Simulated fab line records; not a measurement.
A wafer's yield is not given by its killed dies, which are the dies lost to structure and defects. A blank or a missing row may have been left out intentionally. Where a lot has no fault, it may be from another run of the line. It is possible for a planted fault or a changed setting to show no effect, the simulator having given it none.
fab line records ; flow rit-cmos
record: lots: 5; wafers: 15; last-day: 7
route steps=202 shown ACTIVE@14 FOX1@20 FOX2@23
lots with no fault: from the same line, run without faults
start-h: start of the lot's first displayed wafer, in hours after the record's first day ; wait-h: hours elapsed since this lot's preceding step ; " same as the row above ; L1.1+2: several wafers, shown together as one row ; - no value, or no start was given ; * or withheld: withheld ; < > ~ a bound
route shown NAME@n: a module of which the file shows steps, and the number in the route of the first ; usual: mean/standard deviation of fault-free wafers ; same: alike in all rows ; chamber/n: place in a boat ; sites: per-site readings ; _std_site: their standard deviation ; _edge_site: mean of outer sites minus mean of inner sites ; radius-mm: how far each site lies from the wafer's centre ; mask NAME#n: copy n ; behind: the tool/chamber that last shaped the wafer ; hold: the reason the lot was held/the length of the hold in hours/how it ended ; device: names the non-switching transistor (n, p or np) ; end of line: tests of these same wafers at the route's end ; a step without rows: its recipe alone ; killed: at the first sort, the dies lost to defects and structure; wafer yield is something else ; map: per-die view of a wafer (x killed, . not killed, _ where there is no die)
set.NAME: the run value of the setting; set.NAME@STEP: its run value at that earlier step ; model.NAME: the simulator's own value behind a step, which no gauge read
a table for each step, a row for each wafer; lots at some steps of the route
services: a tool's chamber out of use, with start hour (start-h, from the record's first day; less than 0 if before it), hours out, and reason
== steps ==
step: RIT_ACTIVE_ETCH_13
recipe: stop-on: SiO2; chemistry: SF6; target: Si3N4; time-s: 210; over-etch-frac: 0.4; SF6_flow_sccm: 200; pressure-mtorr: 260; rf-w: 125; target-depth-a: 2100
usual: drypump-motor-current-A: 5.9/0.45; oes-product-au: 0.824/0.016; throttle-valve-pct: 7.47/0.1
lot.wafer;tool;chamber;start-h;wait-h;drypump-motor-current-A;oes-product-au;rf-hours-counter-h;throttle-valve-pct
L074.1;rie-diel-01;2;15.54;0.1;5.7;0.834;155;7.35
L074.2;rie-diel-01;1;15.54;0.1;6.4;0.824;150;7.38
L074.5;rie-diel-01;2;15.54;0.1;5.7;0.827;-;7.37
L076.2;rie-diel-04;2;25.07;0.1;6.6;0.829;29;7.41
L076.4;rie-diel-04;3;25.07;0.1;5.5;0.803;58;7.45
L076.5;rie-diel-04;0;25.07;0.1;5.8;0.827;-;7.55
L085.1;rie-diel-01;1;75.70;0.1;6.4;0.828;152;7.38
L085.4;rie-diel-01;2;75.70;0.1;5.7;0.824;156;7.36
L085.5;rie-diel-01;3;75.70;0.1;5.4;0.814;-;7.42
L086.1;rie-diel-04;1;76.32;0.1;6.7;0.815;66;7.53
L086.5;rie-diel-04;0;76.32;0.1;5.8;0.818;-;7.56
L086.6;rie-diel-04;1;76.32;0.1;6.7;0.814;-;7.54
L095.2;rie-diel-02;1;120.67;0.1;6.1;0.847;152;7.40
L095.4;rie-diel-02;0;120.67;0.1;5.6;0.813;82;7.52
L095.6;rie-diel-02;1;120.67;0.1;6.1;0.842;-;7.38
step: RIT_ACTIVE_STRIP_14
recipe: chemistry: O2; time-s: 180; resist: NOVOLAK; platen-temp-c: withheld; power-w: 500; pressure-mtorr: 4000; o2-flow-sccm: 4000
usual: drypump-motor-current-A: 5.76/0.26
lot.wafer;tool;chamber;start-h;wait-h;drypump-motor-current-A;rf-hours-counter-h
L074.1;plasma-asher-04;1;15.68;0.1;5.64;36
L074.2;plasma-asher-04;0;15.68;0.1;5.43;36
L074.5;plasma-asher-04;0;15.68;0.1;5.45;-
L076.2;plasma-asher-02;0;25.21;0.1;6.15;38
L076.4;plasma-asher-02;1;25.21;0.1;5.89;-
L076.5;plasma-asher-02;1;25.21;0.1;5.92;-
L085.1;plasma-asher-04;0;75.83;0.1;5.43;41
L085.4;plasma-asher-04;0;75.83;0.1;5.43;-
L085.5;plasma-asher-04;1;75.83;0.1;5.61;-
L086.1;plasma-asher-02;0;76.45;0.1;6.15;43
L086.5;plasma-asher-02;1;76.45;0.1;5.93;-
L086.6;plasma-asher-02;0;76.45;0.1;6.13;-
L095.2;plasma-asher-01;1;120.80;0.1;5.59;0
L095.4;plasma-asher-01;0;120.80;0.1;6.03;-
L095.6;plasma-asher-01;0;120.80;0.1;6.02;-
step: RIT_ACTIVE_CD_MEAS_90
recipe: target-cd-nm: 1400
usual: cd-nm: 1400.1/2.4
lot.wafer;tool;chamber;start-h;wait-h;cd-nm
L074.1;cd-sem-02;-;15.85;0.1;1397.9
L074.2;cd-sem-02;-;15.85;0.1;1397.5
L074.5;cd-sem-02;-;15.85;0.1;1397.2
L076.2;cd-sem-02;-;25.40;0.1;1400.4
L076.4;cd-sem-02;-;25.40;0.1;1401.9
L076.5;cd-sem-02;-;25.40;0.1;1401.3
L085.1;cd-sem-01;-;76.01;0.1;1398.3
L085.4;cd-sem-01;-;76.01;0.1;1400.5
L085.5;cd-sem-01;-;76.01;0.1;1399.9
L086.1;cd-sem-02;-;76.63;0.1;1401.8
L086.5;cd-sem-02;-;76.63;0.1;1399.7
L086.6;cd-sem-02;-;76.63;0.1;1400.5
L095.2;cd-sem-02;-;121.00;0.1;1399.9
L095.4;cd-sem-02;-;121.00;0.1;1399.3
L095.6;cd-sem-02;-;121.00;0.1;1399.9
step: RIT_ACTIVE_CLEAN_15
recipe: chemistry: SC1; mix: 3:3:50; time-s: 600; temp-c: 75
lot.wafer;tool;chamber;start-h;wait-h
L074.1+2+5;wet-bench-04;0;15.97;0.1
L076.2+4+5;wet-bench-03;1;25.50;0.1
L085.1+4+5;wet-bench-03;1;76.13;0.1
L086.1+5+6;wet-bench-03;0;76.75;0.1
L095.2+4+6;wet-bench-02;2;121.10;0.1
step: RIT_ACTIVE_CLEAN_16
recipe: chemistry: dHF; dilution: 50:1; time-s: 30
lot.wafer;tool;chamber;start-h;wait-h
L074.1+2+5;wet-bench-03;0;16.15;0.0
L076.2+4+5;wet-bench-04;2;25.68;0.0
L085.1+4+5;wet-bench-02;3;76.30;0.0
L086.1+5+6;wet-bench-02;2;76.92;0.0
L095.2+4+6;wet-bench-04;3;121.29;0.0
step: RIT_ACTIVE_CLEAN_17
recipe: chemistry: SC2; mix: 3:3:50; time-s: 600; temp-c: 75; dry: n2-spin
lot.wafer;tool;chamber;start-h;wait-h
L074.1+2+5;wet-bench-04;2;16.16;0.0
L076.2+4+5;wet-bench-03;0;25.70;0.0
L085.1+4+5;wet-bench-04;0;76.32;0.0
L086.1+5+6;wet-bench-04;0;76.94;0.0
L095.2+4+6;wet-bench-02;0;121.33;0.0
step: RIT_FOX1_OXIDATION_00
recipe: temp-c: 1100; ambient: H2O; target-thk-a: 3507; p-h2o-torr: 720; ox-time-s: 1130
lot.wafer;tool;chamber;start-h;wait-h
L074.1+2+5;furnace-03;0;18.20;1.9
L076.2+4+5;furnace-04;0;28.86;3.0
L085.1+4+5;furnace-01;0;76.51;0.0
L086.1+5+6;furnace-04;0;77.63;0.5
L095.2+4+6;furnace-03;0;122.13;0.6
step: RIT_FOX1_THK_MEAS_01
recipe: reads: SiO2_of_FOX1_OXIDATION_00
usual: FOX1_OXIDE_THK: 350/7.1
lot.wafer;tool;chamber;start-h;wait-h;FOX1_OXIDE_THK[nm]
L074.1;film-metro-01;-;19.51;0.0;344
L074.2;film-metro-01;-;19.51;0.0;340
L074.5;film-metro-01;-;19.51;0.0;343
L076.2;film-metro-04;-;30.18;0.0;355
L076.4;film-metro-04;-;30.18;0.0;354
L076.5;film-metro-04;-;30.18;0.0;355
L085.1;film-metro-01;-;77.82;0.0;358
L085.4;film-metro-01;-;77.82;0.0;351
L085.5;film-metro-01;-;77.82;0.0;356
L086.1;film-metro-03;-;78.95;0.0;357
L086.5;film-metro-03;-;78.95;0.0;357
L086.6;film-metro-03;-;78.95;0.0;357
L095.2;film-metro-03;-;123.45;0.0;341
L095.4;film-metro-03;-;123.45;0.0;345
L095.6;film-metro-03;-;123.45;0.0;353
step: RIT_FOX1_WET_ETCH_02
recipe: chemistry: BOE; target-depth-nm: 350; time-s: 390; temp-c: 21.5; dry: n2-spin; dilution: 10:1; target: SiO2
lot.wafer;tool;chamber;start-h;wait-h
L074.1+2+5;wet-bench-04;2;19.57;0.1
L076.2+4+5;wet-bench-02;1;30.23;0.0
L085.1+4+5;wet-bench-01;3;77.88;0.1
L086.1+5+6;wet-bench-01;1;79.01;0.1
L095.2+4+6;wet-bench-01;2;123.50;0.0
step: RIT_FOX2_OXIDATION_00
recipe: temp-c: 1100; ambient: H2O; target-thk-a: 3507; p-h2o-torr: 720; ox-time-s: 1130
lot.wafer;tool;chamber;start-h;wait-h
L074.1+2+5;furnace-03;0;19.71;0.0
L076.2+4+5;furnace-03;0;30.80;0.4
L085.1+4+5;furnace-01;0;78.00;0.0
L086.1+5+6;furnace-01;0;79.31;0.2
L095.2+4+6;furnace-03;0;123.63;0.0
step: RIT_FOX2_THK_MEAS_01
recipe: reads: SiO2_of_FOX2_OXIDATION_00
usual: FOX2_OXIDE_THK: 347/5.9
lot.wafer;tool;chamber;start-h;wait-h;FOX2_OXIDE_THK[nm]
L074.1;film-metro-04;-;21.02;0.0;349
L074.2;film-metro-04;-;21.02;0.0;345
L074.5;film-metro-04;-;21.02;0.0;350
L076.2;film-metro-04;-;32.13;0.0;339
L076.4;film-metro-04;-;32.13;0.0;338
L076.5;film-metro-04;-;32.13;0.0;338
L085.1;film-metro-02;-;79.31;0.0;347
L085.4;film-metro-02;-;79.31;0.0;337
L085.5;film-metro-02;-;79.31;0.0;339
L086.1;film-metro-03;-;80.63;0.0;351
L086.5;film-metro-03;-;80.63;0.0;348
L086.6;film-metro-03;-;80.63;0.0;343
L095.2;film-metro-03;-;124.95;0.0;355
L095.4;film-metro-03;-;124.95;0.0;351
L095.6;film-metro-03;-;124.95;0.0;356
== services ==
tool;chamber;start-h;hours;kind
rie-diel-01;0;4.14;-;clean
rie-diel-01;0;4.14;-;consumable-replace:esc
rie-diel-01;0;4.14;23.5;scheduled-down
rie-diel-01;0;4.14;23.5;vent-cycle
furnace-01;-;12.30;3.6;pm
furnace-03;-;21.02;3.6;pm
furnace-01;-;27.24;2.7;pm
plasma-asher-01;-;43.43;1.2;repair
rie-diel-04;3;46.71;8.7;repair
plasma-asher-04;-;49.04;2.8;pm
rie-diel-01;0;58.46;7.9;repair
rie-diel-01;0;80.34;5.4;repair
plasma-asher-04;-;85.90;2.0;repair
plasma-asher-04;-;89.52;2.1;repair
rie-diel-02;-;92.53;0.3;repair
rie-diel-02;2;95.01;11.4;repair
rie-diel-04;0;98.92;-;clean
rie-diel-04;0;98.92;19.9;scheduled-down
rie-diel-04;0;98.92;19.9;vent-cycle
rie-diel-01;0;108.62;3.2;repair
plasma-asher-01;-;108.75;9.0;pm
rie-diel-01;2;111.84;-;clean
rie-diel-01;2;111.84;20.7;scheduled-down
rie-diel-01;2;111.84;20.7;vent-cycle
== key ==
fault none
